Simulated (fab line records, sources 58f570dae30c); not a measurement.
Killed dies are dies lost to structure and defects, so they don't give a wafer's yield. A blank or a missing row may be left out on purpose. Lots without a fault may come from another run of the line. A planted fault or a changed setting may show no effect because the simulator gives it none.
Chamber matching | flow berkeley_cmos170 | UCB170_V2_ETCH_14 on rie_diel-04: 4 sister chambers
The step etches SiO2 in CHF3/CF4/Ar, stops on Al, target depth 1250 nm, time 291 s. 4 wafers are shown with their chamber, then 6 later ones without.

WAFERS WITH THEIR CHAMBER
wafer  | chamber | throttle_valve_pct (%)
L466.5 | 3       | 7.14
L469.2 | 2       | 6.96
L469.3 | 1       | 6.81
L469.5 | 0       | 6.75

WAFERS WITHOUT THEIR CHAMBER
wafer  | throttle_valve_pct (%)
L479.2 | 6.97
L479.4 | 7.13
L479.6 | 7.14
L478.3 | 6.81
L478.5 | 6.76
L478.6 | 6.81

WHICH CHAMBER EACH WENT THROUGH
wafer  | from the rows above | in truth
L479.2 | 2                   | 2
L479.4 | 3                   | 3
L479.6 | 3                   | 3
L478.3 | 1                   | 1
L478.5 | 0                   | 0
L478.6 | 1                   | 1
Placed correctly: 6 of 6. Can't be placed from these rows: 0. Placed wrongly: 0.
How it was worked out, from the rows above alone: a wafer's distance from a chamber is the root of the sum, over the readings, of the square of ((its reading less the chamber's mean) divided by the reading's scatter). The wafer belongs to the nearest chamber; if the next one is less than 2 further off, it can't be placed. A chamber's mean is the mean of its shown wafers. The scatter: with one shown wafer a chamber, the root of the mean of the squares of how far each hidden wafer lies from its nearest shown one.
